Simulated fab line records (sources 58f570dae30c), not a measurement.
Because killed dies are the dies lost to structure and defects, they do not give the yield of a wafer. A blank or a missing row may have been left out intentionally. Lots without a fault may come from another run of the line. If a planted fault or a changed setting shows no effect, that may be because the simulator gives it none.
Code-filled problem report in 8D (eight disciplines) form :: flow berkeley-cmos170 :: the parts of the form that need people (team, actions taken, sign-off) are left out

## 1. THE ISSUE
At UCB170_NWELL_COAT_07, spin-speed-rpm averages 1439.3 rpm over 6 wafers from 2 lots, while fault-free wafers read 1500.2 rpm, standard deviation 1.1. That puts it -55 standard deviations away from the usual mean.
The step: resist thk 900 nm.
First seen on wafer L423.1, day 4 19:43, on litho-track-02. The record has a number at this step for 42 wafers belonging to 14 lots. By rule, "out" or "out of limits" means more than 4 standard deviations away from the usual mean. All remaining wafers that have a number are taken as sound.

## 2. WHAT IT IS, AND WHAT IT ISN'T
question: which readings at this step
is: spin-speed-rpm
is not: -

question: which lots
is: L423, L424
is not: L414, L415, L416, L418, L420, L422, L429, L430, L431, L432, L435, L436

question: which wafers of those lots
is: all that have a number
is not: -

question: read on which tools
is: litho-track-02
is not: litho-track-01, litho-track-03

question: when
is: from day 4 19:43
is not: up to then (15 sound wafers); but 21 sound wafers of L422, L429, L430, L431, L432, L435, L436 came after

## 3. SUSPECTS, AND WHAT RULES EACH OUT
Counting: any tool at a process step up to the reading is kept as a suspect provided that every lot that is out went through it and no sound lot did after the first of them.
- litho-track-02 at UCB170_NWELL_COAT_07 (resist thk 900 nm): kept. Every lot that is out went through it, starting with L423 (day 4 19:43), and after that it ran no sound lot; the last sound lot it ran before then is L420 (day 3 23:26). Its own readings are out on those wafers: spin-speed-rpm.
The count leaves litho-track-02 at UCB170_NWELL_COAT_07.

## 4. THE CAUSE (what the simulator had put in)
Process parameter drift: litho-track-02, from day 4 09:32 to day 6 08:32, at UCB170_NWELL_COAT_07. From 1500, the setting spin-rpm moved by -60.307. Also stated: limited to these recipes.
Only this tool survived the counting.

## 5. THE EFFECT CHAIN, in route order
Rows list readings where the struck wafers' mean (over those with a number) sits beyond 3 standard deviations from the usual. Only readings for which the record gives a usual standard deviation are gone through. hours: the time from each lot's start at the first step in this table that gives one to its start at this step, as a median over the lots. sigmas: the change in usual standard deviations.
hours: 0
step: UCB170_NWELL_COAT_07
reading: spin-speed-rpm
usual: 1500.2 rpm
on struck wafers: 1439.3
change: -60.9
sigmas: -55

hours: 2
step: UCB170_NWELL_STRIP_15
reading: strip-time-to-endpoint-s
usual: 18.07 s
on struck wafers: 18.52
change: +0.45
sigmas: +6.7
Process steps it contains:
- UCB170_NWELL_COAT_07: resist thk 900 nm.
- UCB170_NWELL_STRIP_15: strips in O2.
Later steps that measure or inspect, where all struck wafers having a row at the step show a number for every such reading and not one has moved that far: UCB170_ACTIVE_THK_MEAS_03, UCB170_ACTIVE_CD_MEAS_13.

## 6. WHAT WOULD HAVE CAUGHT IT SOONER
First out-of-limits reading in this record: day 4 19:43, which is 10 hours after fault onset at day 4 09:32.
